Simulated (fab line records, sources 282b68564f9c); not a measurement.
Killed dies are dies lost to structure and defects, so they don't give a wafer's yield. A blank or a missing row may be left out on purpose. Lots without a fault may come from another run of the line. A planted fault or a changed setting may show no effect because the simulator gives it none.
fab line records | flow rit_cmos
record lots=6 wafers=18 last_day=7
route steps=202 shown PWELL@49 WELLDRIVE@50 NWELL@51 NRETRO@53 PRETRO@64 M1@202
lots that met no fault: from a run of the same line without faults
start_h: hours from the record's first day to the start of the lot's first wafer shown | wait_h: hours since the lot's step before | " the same as in the row above | L1.1+2: a row that stands for several wafers | - no value, or no start given | * or withheld: withheld | < > ~ a bound
route shown NAME@n: a module of which the file shows steps, and the number in the route of the first | usual: mean/standard deviation of fault-free wafers | same: alike in all rows | chamber/n: place in a boat | sites: the reading at each site | _std_site: their standard deviation | _edge_site: outer sites' mean less inner sites' | radius_mm: how far each site lies from the wafer's centre | mask NAME#n: copy n | behind: the tool/chamber that last shaped the wafer | hold: why the lot was held/for how many hours/how that ended | device: the transistor (n, p or np) that didn't switch | end of line: the same wafers' tests at the end of the route | a step without rows: its recipe alone | killed: dies lost to structure and defects at the first sort, not the wafer's yield | map: a wafer's dies, x killed, . not, _ none there
set.NAME: the setting as run; set.NAME@STEP: as run at that earlier step | model.NAME: the simulator's own value behind a step, which no gauge read
lots at some steps of the route; a table a step, a row a wafer
services: from which hour (start_h, from the record's first day; less than 0 if before it) a tool's chamber was out of use, for how many hours, and why
## steps
# step RIT_PWELL_TW_MEAS_10
# usual PWELL_TW=961/4.9
# columns lot.wafer tool chamber start_h wait_h PWELL_TW
L387.3 film_metro-04 - 47.62 0.1 960
L387.5 " - " " 962
L387.6 " - " " 959
L392.2 film_metro-04 - 73.47 0.1 952
L392.4 " - " " 955
L392.6 " - " " 956
L394.1 film_metro-03 - 82.84 0.1 962
L394.3 " - " " 959
L394.6 " - " " 960
L395.2 film_metro-01 - 87.75 0.1 962
L395.3 " - " " 966
L395.4 " - " " 959
L401.1 film_metro-04 - 117.30 0.1 955
L401.2 " - " " 955
L401.4 " - " " 960
L403.2 film_metro-04 - 129.01 0.1 969
L403.4 " - " " 962
L403.5 " - " " 965
# step RIT_WELLDRIVE_ANNEAL_00
# recipe temp_c=1100 time_s=14700 ambient=N2
# step RIT_WELLDRIVE_RS_MEAS_01
# recipe thk_meas_gauge=four-point-probe
# usual NWELL_RS=278.1/0.75
# columns lot.wafer tool chamber start_h wait_h NWELL_RS[ohm/sq]
L387.3 film_metro-03 - 52.78 0.0 277.0
L387.5 " - " " 277.9
L387.6 " - " " 276.9
L392.2 film_metro-01 - 78.62 0.0 278.4
L392.4 " - " " 278.2
L392.6 " - " " 278.1
L394.1 film_metro-04 - 87.99 0.0 277.4
L394.3 " - " " 277.1
L394.6 " - " " 278.3
L395.2 film_metro-04 - 93.09 0.0 275.7
L395.3 " - " " 277.4
L395.4 " - " " 277.2
L401.1 film_metro-03 - 123.40 0.0 278.3
L401.2 " - " " 277.6
L401.4 " - " " 276.6
L403.2 film_metro-04 - 134.16 0.0 277.8
L403.4 " - " " 278.8
L403.5 " - " " 278.2
# step RIT_WELLDRIVE_RS_MEAS_02
# recipe thk_meas_gauge=four-point-probe
# usual PWELL_RS=429.8/1.5
# columns lot.wafer tool chamber start_h wait_h PWELL_RS[ohm/sq]
L387.3 film_metro-03 - 52.90 0.1 427.7
L387.5 " - " " 429.2
L387.6 " - " " 429.8
L392.2 film_metro-01 - 78.74 0.1 430.6
L392.4 " - " " 429.3
L392.6 " - " " 430.7
L394.1 film_metro-04 - 88.11 0.1 430.3
L394.3 " - " " 429.5
L394.6 " - " " 429.7
L395.2 film_metro-04 - 93.21 0.1 432.9
L395.3 " - " " 432.5
L395.4 " - " " 434.3
L401.1 film_metro-03 - 123.52 0.1 427.1
L401.2 " - " " 427.0
L401.4 " - " " 427.4
L403.2 film_metro-04 - 134.28 0.1 428.0
L403.4 " - " " 428.6
L403.5 " - " " 430.1
# step RIT_NRETRO_HMDS_00
# recipe prime_time_s=60 prime_temp_c=140
# step RIT_NRETRO_COAT_01
# recipe resist=NOVOLAK spin_rpm=2000 resist_thk_nm=1300
# step RIT_NRETRO_SOFTBAKE_02
# recipe resist=NOVOLAK temp_c=90 time_s=60
# step RIT_NRETRO_EXPOSE_03
# recipe mask_id=M4 na=0.57 target_cd_nm=43900 dose_mj=250
# step RIT_NRETRO_PEB_04
# recipe resist=NOVOLAK temp_c=withheld time_s=withheld
# step RIT_NRETRO_DEVELOP_05
# recipe resist=NOVOLAK develop_time_s=68 dev_temp_c=23
# step RIT_NRETRO_OVL_MEAS_06
# usual NRETRO_OVL=-0.2/1.3
# columns lot.wafer tool chamber start_h wait_h NRETRO_OVL[nm]
L387.3 overlay-01 - 53.87 - 1.7
L387.5 " - " " 1.0
L387.6 " - " " 2.0
L392.2 overlay-02 - 80.05 - -0.7
L392.4 " - " " 0.3
L392.6 " - " " 0.8
L394.1 overlay-01 - 89.11 - 3.1
L394.3 " - " " -0.1
L394.6 " - " " 3.7
L395.2 overlay-02 - 94.40 - -0.7
L395.3 " - " " -0.3
L395.4 " - " " -1.1
L401.1 overlay-02 - 124.52 - -2.3
L401.2 " - " " -1.3
L401.4 " - " " -1.6
L403.2 overlay-02 - 135.27 - -0.3
L403.4 " - " " -0.7
L403.5 " - " " -2.3
# step RIT_NRETRO_HARDBAKE_07
# recipe resist=NOVOLAK temp_c=140 time_s=120
# step RIT_NRETRO_IMPLANT_08
# recipe species=P energy_kev=70 dose_cm2=1e+13 tilt_deg=7
# usual dose_ions_cm2=1.0001e+13/1.1e+10 faraday_current_uA=31.8/0.58
# columns lot.wafer tool chamber start_h wait_h dose_ions_cm2 faraday_current_uA
L387.3 implanter-01 0 54.20 0.2 1.0014e+13 31.8
L387.5 " 0 " " 1.0016e+13 32.0
L387.6 " 0 " " 1.0007e+13 31.3
L392.2 implanter-02 0 80.36 0.2 9.994e+12 31.9
L392.4 " 0 " " 1.0008e+13 30.6
L392.6 " 0 " " 9.99e+12 30.6
L394.1 implanter-02 0 89.39 0.2 5.506e+12 17.2
L394.3 " 0 " " 5.486e+12 18.0
L394.6 " 0 " " 5.491e+12 17.1
L395.2 implanter-02 0 94.70 0.2 5.485e+12 18.0
L395.3 " 0 " " 5.48e+12 17.3
L395.4 " 0 " " 5.485e+12 17.3
L401.1 implanter-01 0 124.81 0.2 9.987e+12 31.2
L401.2 " 0 " " 1.001e+13 30.8
L401.4 " 0 " " 1.0004e+13 31.6
L403.2 implanter-03 0 135.57 0.2 9.994e+12 31.8
L403.4 " 0 " " 9.981e+12 31.2
L403.5 " 0 " " 1.001e+13 31.2
# step RIT_NRETRO_STRIP_09
# recipe chemistry=O2 time_s=180 resist=NOVOLAK platen_temp_c=withheld power_w=500 pressure_mtorr=4000 o2_flow_sccm=4000
# usual drypump_motor_current_A=5.5/0.54
# same time_s=180
# columns lot.wafer tool chamber start_h wait_h drypump_motor_current_A rf_hours_counter_h
L387.3 plasma_asher-01 1 54.35 0.1 5.2 -
L387.5 " 1 " " 5.1 -
L387.6 " 0 " " 6.5 -
L392.2 plasma_asher-02 1 80.48 0.1 4.9 30
L392.4 " 0 " " 5.1 -
L392.6 " 0 " " 5.1 -
L394.1 plasma_asher-01 1 89.54 0.1 5.2 45
L394.3 " 1 " " 5.2 -
L394.6 " 1 " " 5.2 -
L395.2 plasma_asher-01 1 94.83 0.1 5.2 46
L395.3 " 1 " " 5.2 -
L395.4 " 0 " " 6.5 -
L401.1 plasma_asher-03 0 124.96 0.1 5.8 50
L401.2 " 1 " " 6.0 50
L401.4 " 0 " " 5.8 -
L403.2 plasma_asher-02 0 135.70 0.1 5.1 35
L403.4 " 1 " " 4.9 -
L403.5 " 0 " " 5.1 -
# step RIT_NRETRO_TW_MEAS_10
# usual NRETRO_TW=1055/7.4
# columns lot.wafer tool chamber start_h wait_h NRETRO_TW
L387.3 film_metro-04 - 54.49 0.1 1050
L387.5 " - " " 1049
L387.6 " - " " 1060
L392.2 film_metro-02 - 80.67 0.1 1054
L392.4 " - " " 1054
L392.6 " - " " 1057
L394.1 film_metro-02 - 89.72 0.1 870
L394.3 " - " " 865
L394.6 " - " " 867
L395.2 film_metro-02 - 95.01 0.1 873
L395.3 " - " " 865
L395.4 " - " " 872
L401.1 film_metro-03 - 125.13 0.1 1067
L401.2 " - " " 1067
L401.4 " - " " 1063
L403.2 film_metro-04 - 135.88 0.1 1061
L403.4 " - " " 1065
L403.5 " - " " 1062
# step RIT_PRETRO_HMDS_00
# recipe prime_time_s=60 prime_temp_c=140
# step RIT_M1_PROBE_99
# usual killed_at_M0_to_M3=0.0/0.12 killed_at_front_end=7/3 killed_dies=7/3 killed_open=3.5/2 killed_short=3.4/2
# same gross_dies=264 killed_at_M4_up=0 killed_at_back_side=0 killed_at_contacts=0 killed_at_other=0
# columns lot.wafer tool chamber start_h wait_h killed_at_M0_to_M3 killed_at_front_end killed_dies killed_open killed_short model.etest.pmos_0p3.r_on_ohm_um model.etest.pmos_turned.r_on_ohm_um model.etest.pmos_0p15.r_on_ohm_um model.etest.pmos_0p15.drive_ua_um model.etest.pmos_turned.drive_ua_um model.etest.pmos_narrow.drive_ua_um model.etest.pmos_0p3.drive_ua_um model.etest.well_edge_right.line_ohm_um
L387.3 prober-02 - 82.61 0.2 0 7 7 5 2 6189 3312 2705 263.8 201.3 101.3 101.5 184.2
L387.5 prober-02 - 82.71 0.2 0 4 4 2 2 6211 3376 2778 258.4 193.9 101.9 102.5 185.4
L387.6 prober-02 - 82.76 0.2 0 4 4 1 3 6316 3340 2727 260.3 200.4 100.2 99.68 185
L392.2 prober-01 - 107.72 0.1 0 4 4 3 1 6162 3191 2600 270 202.4 102 101.7 184.3
L392.4 prober-01 - 107.82 0.2 0 3 3 1 2 6210 3275 2671 264.4 202 101.9 101.4 186.1
L392.6 prober-01 - 107.92 0.2 0 5 5 4 1 6223 3299 2665 264.1 203.3 102.4 102 185.8
L394.1 prober-01 - 116.63 0.1 0 4 4 1 3 5854 3106 2545 292.1 224.8 116.3 115.4 194.3
L394.3 prober-01 - 116.73 0.2 0 3 3 2 1 5894 3121 2588 287.1 225 117.4 115.3 194.7
L394.6 prober-01 - 116.88 0.2 0 6 6 3 3 6000 3192 2634 279.1 218 112.9 112.8 196.2
L395.2 prober-02 - 123.02 0.1 1 6 7 5 2 5765 3104 2557 294 227.4 118.3 118.5 191.7
L395.3 prober-02 - 123.07 0.2 0 5 5 3 2 5768 3106 2568 291.4 226.6 118.4 118 190.5
L395.4 prober-02 - 123.12 0.2 0 4 4 4 0 5706 3020 2488 300.8 235.9 120.8 119.7 190.3
L401.1 prober-02 - 151.47 0.1 0 8 8 4 4 6183 3350 2717 260.7 196.2 102.1 102 185.5
L401.2 prober-02 - 151.52 0.1 0 11 11 6 5 6194 3239 2654 263.1 201.8 102.4 101.4 183.8
L401.4 prober-02 - 151.62 0.2 0 7 7 3 4 6347 3365 2738 256.8 194.3 99.7 99.4 183.6
L403.2 prober-02 - 163.47 0.1 0 8 8 5 3 6493 3561 2925 240.2 185.7 96.15 96.22 184.6
L403.4 prober-02 - 163.57 0.2 0 5 5 3 2 6396 3452 2844 247.7 190.1 96.29 98.11 186.1
L403.5 prober-02 - 163.62 0.2 0 1 1 0 1 6427 3481 2871 246.6 188.2 95.95 97.17 186.1
# killed by level:class
L387.3 GATE:geometric_particle:open=2 FOX1:geometric_particle:open=1 GATE:geometric_particle:short=1 REOX:geometric_particle:open=1 REOX:geometric_particle:short=1 SPACER:geometric_particle:open=1
L387.5 FOX2:geometric_particle:open=1 GATE:geometric_particle:open=1 GATE:geometric_particle:short=1 REOX:geometric_particle:short=1
L387.6 GATE:geometric_particle:short=2 ACTIVE:geometric_particle:open=1 SPACER:geometric_particle:short=1
L392.2 GATE:geometric_particle:open=2 ACTIVE:geometric_particle:open=1 SPACER:geometric_particle:short=1
L392.4 GATE:geometric_particle:short=2 REOX:geometric_particle:open=1
L392.6 GATE:geometric_particle:open=3 REOX:geometric_particle:open=1 SPACER:geometric_particle:short=1
L394.1 FOX1:geometric_particle:short=1 GATE:geometric_particle:open=1 GATE:geometric_particle:short=1 SPACER:geometric_particle:short=1
L394.3 FOX1:geometric_particle:open=1 GATE:geometric_particle:open=1 SPACER:geometric_particle:short=1
L394.6 GATE:geometric_particle:short=2 GATE:geometric_particle:open=1 REOX:geometric_particle:short=1 SPACER:geometric_particle:open=1 SILICIDE:geometric_particle:open=1
L395.2 GATE:geometric_particle:open=2 GATE:geometric_particle:short=1 REOX:geometric_particle:open=1 SPACER:geometric_particle:open=1 SPACER:geometric_particle:short=1 M1:geometric_particle:open=1
L395.3 SPACER:geometric_particle:open=2 FOX2:geometric_particle:short=1 GATE:geometric_particle:open=1 REOX:geometric_particle:short=1
L395.4 SPACER:geometric_particle:open=2 FOX1:geometric_particle:open=1 REOX:geometric_particle:open=1
L401.1 FOX1:geometric_particle:open=2 GATE:geometric_particle:short=2 FOX1:geometric_particle:short=1 REOX:geometric_particle:short=1 SPACER:geometric_particle:open=1 SILICIDE:geometric_particle:open=1
L401.2 GATE:geometric_particle:short=3 FOX1:geometric_particle:open=2 GATE:geometric_particle:open=2 FOX1:geometric_particle:short=1 SPACER:geometric_particle:short=1 SPACER:geometric_particle:open=1 SILICIDE:geometric_particle:open=1
L401.4 GATE:geometric_particle:open=2 SPACER:geometric_particle:short=2 GATE:geometric_particle:short=1 REOX:geometric_particle:short=1 SPACER:geometric_particle:open=1
L403.2 FOX1:geometric_particle:open=2 GATE:geometric_particle:open=2 GATE:geometric_particle:short=1 SPACER:geometric_particle:open=1 SILICIDE:geometric_particle:short=1 STARTING-WAFER:geometric_particle:short=1
L403.4 FOX1:geometric_particle:open=1 GATE:geometric_particle:open=1 REOX:geometric_particle:open=1 REOX:geometric_particle:short=1 SPACER:geometric_particle:short=1
L403.5 REOX:geometric_particle:short=1
## services
# columns tool chamber start_h hours kind
implanter-03 - 53.75 17.6 repair
implanter-02 - 58.08 7.7 repair
implanter-01 - 77.66 3.2 repair
implanter-01 - 92.37 6.4 repair
plasma_asher-02 - 106.27 1.4 repair
plasma_asher-01 - 108.75 9.0 pm
plasma_asher-01 0 108.75 9.0 vent_cycle
plasma_asher-01 1 108.75 9.0 vent_cycle
plasma_asher-01 0 117.75 - clean
plasma_asher-01 1 117.75 - clean
implanter-01 - 132.05 5.8 repair
## key
first_sign step=RIT_NRETRO_IMPLANT_08 reading=dose_ions_cm2 direction=down sigmas=99+ usual=1.0001e+13 struck=5.489e+12
effect step=RIT_NRETRO_IMPLANT_08 reading=faraday_current_uA direction=down sigmas=25 usual=31.8 struck=17.5
effect step=RIT_NRETRO_TW_MEAS_10 reading=NRETRO_TW direction=down sigmas=25 usual=1055 struck=869
model_effect step=RIT_M1_PROBE_99 value=etest.pmos_0p3.r_on_ohm_um without=6361 struck=5831
met_at RIT_NRETRO_IMPLANT_08
struck_wafers L394.1,L394.3,L394.6,L395.2,L395.3,L395.4
tester_left_out L394,L395
onset_between 80.36 89.39
fault kind=process_parameter_drift tool=implanter-02 chamber=- onset_h=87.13 steps=RIT_NRETRO_IMPLANT_08 channel=dose_cm2 offset=-4.5e+12 shape=step end_h=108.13 acts_in=these_recipes_only stated=1e+13
# tester_left_out: of these lots the tester's yield and bins aren't shown, on N5 and GAA mostly nor the transistor test; their killed dies are dies lost to structure and defects alone, not to doping, threshold or leakage, so they don't give the yield
